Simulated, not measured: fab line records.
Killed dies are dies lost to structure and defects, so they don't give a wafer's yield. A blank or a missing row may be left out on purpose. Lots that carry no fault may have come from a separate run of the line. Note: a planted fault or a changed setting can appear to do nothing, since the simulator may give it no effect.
Split-lot experiment    flow rit_cmos    on a route of 202 steps: 5 lots, 23 wafers read

== THE SPLIT ==
At RIT_M1_DEVELOP_08 (develop time 68 s), the setting develop_time_s was moved away from the recipe's 68 s on 9 of the 23 wafers read, by -6.3% to +7.1%. The other wafers ran this setting at the recipe's value.

No step appears in the file between the split and the reading.

== THE READING ==
cd_nm, in nm, at RIT_M1_CD_MEAS_09 (target cd 2600 nm). A value of 2600.9 nm with a standard deviation of 1.9 nm is what fault-free wafers of this fab line usually give.

wafer   tool, chamber at the split  develop_time_s as run, s  against the recipe  cd_nm, nm  against lot-mates on the recipe
L074.2  litho_track-03, 0           68                        recipe              2603.2     -
L074.4  litho_track-03, 0           68                        recipe              2601.6     -
L074.6  litho_track-03, 0           68                        recipe              2600.3     -
L076.1  litho_track-01, 0           63.74                     -6.3%               2606.1     +5.1
L076.2  litho_track-01, 0           63.74                     -6.3%               2607.2     +6.2
L076.3  litho_track-01, 0           68                        recipe              2600.5     -
L076.5  litho_track-01, 0           63.74                     -6.3%               2605.2     +4.2
L076.6  litho_track-01, 0           68                        recipe              2601.5     -
L079.1  litho_track-02, 0           68                        recipe              2599.6     -
L079.2  litho_track-02, 0           68                        recipe              2599.3     -
L079.3  litho_track-02, 0           68                        recipe              2600.3     -
L079.4  litho_track-02, 0           68                        recipe              2598.4     -
L079.6  litho_track-02, 0           68                        recipe              2599.7     -
L080.1  litho_track-01, 0           68                        recipe              2601.7     -
L080.2  litho_track-01, 0           71.13                     +4.6%               2594.9     -6.7
L080.3  litho_track-01, 0           71.13                     +4.6%               2596.0     -5.6
L080.4  litho_track-01, 0           71.13                     +4.6%               2594.9     -6.7
L080.6  litho_track-01, 0           68                        recipe              2601.4     -
L084.1  litho_track-02, 0           72.85                     +7.1%               2598.0     -6.2
L084.2  litho_track-02, 0           68                        recipe              2604.4     -
L084.4  litho_track-02, 0           72.85                     +7.1%               2595.9     -8.3
L084.5  litho_track-02, 0           72.85                     +7.1%               2598.0     -6.2
L084.6  litho_track-02, 0           68                        recipe              2604.1     -

THE FIT
A straight line over all 23 wafers: cd_nm changes by -0.769 nm for each +1% of develop_time_s; r = -0.85; the points scatter about the line by 1.8 nm.
The same after taking each lot's own level away (the mean of its wafers on the recipe; 23 wafers): -0.979 nm for each +1%; r = -0.97; scatter 1 nm.
Per that fit: largest develop_time_s move, reading shift of 7 nm.
The span of the lots' own levels, 2599.46 to 2604.25 nm, comes to 2.5 times the standard deviation stated above.
Thus the slope moves with the lot-to-lot level: the two fits are different.
Check: -7.56 nm against its lot-mates is what the line predicts for one of the wafers moved furthest among these (+7.1%) when that wafer is left out of the fit. It came out at -6.25 nm against them.

== OTHER SPLITS ON THESE WAFERS ==
Other splits were also applied to these wafers ahead of the reading. Each is held against what the fit with the lots' levels taken away leaves over:
other split on the same wafers         wafers away from the commonest value  r with cd_nm (lot level and that fit taken away)
RIT_GATE_ETCH_19 rf_w                  5                                     +0.39
RIT_REOX_OXIDATION_03 ox_time_s        15                                    +0.26
RIT_NLDD_IMPLANT_08 energy_kev         5                                     -0.33
RIT_PLDD_COAT_01 spin_rpm              5                                     +0.24
RIT_CONTACT_CVD_00 time_s              10                                    +0.04
RIT_CONTACT_COAT_03 resist_thk_nm      10                                    -0.29
RIT_M1_SPUTTER_00 chamber_pressure_pa  18                                    +0.20

== THE FILE'S OWN FIT ==
cd_nm changes by -0.998 nm for each +1% of develop_time_s, r = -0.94.
